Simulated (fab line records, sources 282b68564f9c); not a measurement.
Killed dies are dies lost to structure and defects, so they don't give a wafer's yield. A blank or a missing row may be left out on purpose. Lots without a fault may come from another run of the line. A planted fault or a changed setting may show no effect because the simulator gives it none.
A struck lot beside a sound one | flow rit_cmos | 20 steps out of a route of 202
Sound: wafers L681.1, L681.3, L681.4. Struck: wafers L689.2, L689.3, L689.5. The cause comes at the end.
At each step with rows: each side's tool, then ch and its chambers, then its first start. Under that, the readings that differ: sound wafers | struck wafers | difference of the means | sigmas: that difference in standard deviations of wafers without a fault.
alike: readings whose means differ by less than 2 such deviations, and words and numbers that are the same on both sides. not compared: withheld readings, readings that some wafer has no value for, bounds like >300 that may hide the same value, and numbers for which the record gives no deviation and whose values overlap.
The two part at a step that has a row with sigmas, a row that says differs or no value, or rows on one side only. Numbers that don't overlap but have no deviation are shown without sigmas and don't part them. A reading that every wafer of one side lacks parts them only if that side has two wafers or more.

RIT_FOX1_THK_MEAS_01:
  sound on film_metro-03, day 2 09:16; struck on film_metro-02, day 4 01:35
  alike: FOX1_OXIDE_THK
then, 2 steps without rows for these wafers: RIT_FOX1_WET_ETCH_02 (etches SiO2 in BOE, target depth 350 nm, time 390 s); RIT_FOX2_OXIDATION_00 (target thk 350.7 nm, ox time 1130 s).
RIT_FOX2_THK_MEAS_01:
  sound on film_metro-04, day 2 10:46; struck on film_metro-03, day 4 04:01
  reading             | sound       | struck      | difference | sigmas
  FOX2_OXIDE_THK (nm) | 357 368 357 | 338 343 343 | -19        | -3
then, 2 steps without rows for these wafers: RIT_FOX2_CLEAN_02 (cleans in dHF, time 180 s); RIT_FOX2_WET_ETCH_03 (etches Si3N4 in H3PO4, target depth 195 nm, time 2700 s).
RIT_FOX2_THK_MEAS_90:
  sound on film_metro-04, day 2 11:38; struck on film_metro-03, day 4 04:53
  reading                     | sound       | struck      | difference | sigmas
  FIELD_OXIDE_LEFT_1_THK (nm) | 330 341 330 | 311 315 316 | -20        | -3
then, 5 steps without rows for these wafers: RIT_NWELL_HMDS_00 (prime time 60 s); RIT_NWELL_COAT_01 (resist thk 1300 nm); RIT_NWELL_SOFTBAKE_02 (time 60 s); RIT_NWELL_EXPOSE_03 (exposes mask M2, target cd 43900 nm); RIT_NWELL_PEB_04.
RIT_NWELL_DEVELOP_05: develop time 68 s.
  sound on litho_track-04 ch 0, day 2 12:00; struck on litho_track-04 ch 0, day 4 05:00
RIT_NWELL_OVL_MEAS_06:
  sound on overlay-01, day 2 12:42; struck on overlay-01, day 4 05:57
  alike: NWELL_OVL
then, 2 steps without rows for these wafers: RIT_NWELL_HARDBAKE_07 (time 120 s); RIT_NWELL_IMPLANT_08.
RIT_NWELL_STRIP_09: strips in O2, time 180 s.
  sound on plasma_asher-02 ch 0,1, day 2 13:08; struck on plasma_asher-03 ch 0,1, day 4 06:23
  alike: chamber_pressure_mTorr, drypump_motor_current_A, rf_refl_power_W
  not compared: rf_hours_counter_h
RIT_NWELL_TW_MEAS_10:
  sound on film_metro-03, day 2 13:19; struck on film_metro-03, day 4 06:34
  reading  | sound          | struck         | difference | sigmas
  NWELL_TW | 2109 2112 2103 | 2061 2049 2053 | -54        | -3
then, 1 step without rows for these wafers: RIT_PWELL_HMDS_00 (prime time 60 s).
RIT_M1_PROBE_99:
  the record has rows for the sound wafers here (prober-01, day 4 07:15) and none for the struck ones

WHERE THEY PART
First at RIT_FOX2_THK_MEAS_01; last, within this record, at RIT_M1_PROBE_99.

WHY: what the simulator had put in
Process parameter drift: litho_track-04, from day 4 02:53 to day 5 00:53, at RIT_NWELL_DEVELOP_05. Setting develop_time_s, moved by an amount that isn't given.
